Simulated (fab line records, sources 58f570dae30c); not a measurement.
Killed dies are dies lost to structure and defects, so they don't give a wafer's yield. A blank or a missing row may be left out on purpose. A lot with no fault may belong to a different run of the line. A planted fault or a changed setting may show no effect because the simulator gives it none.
Problem report in the 8D (eight disciplines) form, filled by code / flow berkeley-cmos170 / the parts of the form that need people (team, actions taken, sign-off) are left out

== 1. THE PROBLEM ==
At UCB170_PVT_COAT_01, spin-speed-rpm averages 1450.7 rpm over 9 wafers from 3 lots, while fault-free wafers read 1500.1 rpm, standard deviation 1.1. That is -45 standard deviations from the usual mean.
The step: resist thk 900 nm.
The first sign was on wafer L918.1 at day 9 17:13, on litho-track-03. The record holds 45 wafers of 15 lots with a number at this step. By rule, "out" or "out of limits" means more than 4 standard deviations away from the usual mean. The other wafers with a number count as sound.

== 2. WHAT IT IS; WHAT IT IS NOT ==
question=which readings at this step | is=spin-speed-rpm | is not=-
question=which lots | is=L918, L920, L924 | is not=L903, L904, L905, L906, L907, L912, L913, L914, L915, L917, L923, L926
question=which wafers of those lots | is=all that have a number | is not=-
question=read on which tools | is=litho-track-03 | is not=litho-track-02
question=when | is=from day 9 17:13 | is not=up to then (30 sound wafers); but 6 sound wafers of L923, L926 came after

== 3. SUSPECTS, AND WHAT RULES EACH OUT ==
Counting: a tool at any process step up to the reading remains a suspect when it ran all the lots that are out and ran no sound lot after the first of those.
- litho-track-03 at UCB170_PVT_COAT_01 (resist thk 900 nm): kept. All lots that are out passed through it, beginning with L918 at day 9 17:13, and no sound lot followed; its final sound lot before that point was L914 at day 9 02:34. Its own spin-speed-rpm readings are out on those wafers.
After counting, what remains is litho-track-03 at UCB170_PVT_COAT_01.

== 4. THE CAUSE (what the simulator had put in) ==
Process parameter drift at UCB170_PVT_COAT_01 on litho-track-03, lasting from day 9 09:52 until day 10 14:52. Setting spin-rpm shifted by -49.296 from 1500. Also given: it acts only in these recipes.
Counting left only this tool.

== 5. SEQUENCE OF EFFECTS, ordered by route ==
Each row: a reading where the mean over the struck wafers with a number is more than 3 standard deviations away from the usual. Only readings whose record carries a usual standard deviation are examined. hours: median over the lots of the time between each lot's start at the first step of this table that gives one and its start at this step. sigmas: the change, counted in usual standard deviations.
hours=0; step=UCB170_PVT_COAT_01; reading=spin-speed-rpm; usual=1500.1 rpm; on struck wafers=1450.7; change=-49.4; sigmas=-45
hours=2; step=UCB170_PVT_STRIP_08; reading=strip-time-to-endpoint-s; usual=21.60 s; on struck wafers=22.00; change=+0.40; sigmas=+6.9
The process steps in it:
- UCB170_PVT_COAT_01: resist thk 900 nm.
- UCB170_PVT_STRIP_08: strips in O2.
Later measuring or inspecting steps at which every struck wafer that the step has a row for has a number for every such reading, and none has moved that far: UCB170_GATE_OVL_MEAS_13.

== 6. HOW IT WOULD HAVE BEEN CAUGHT EARLIER ==
First out-of-limits reading in this record: day 9 17:13, which is 7 hours after fault onset at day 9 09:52.
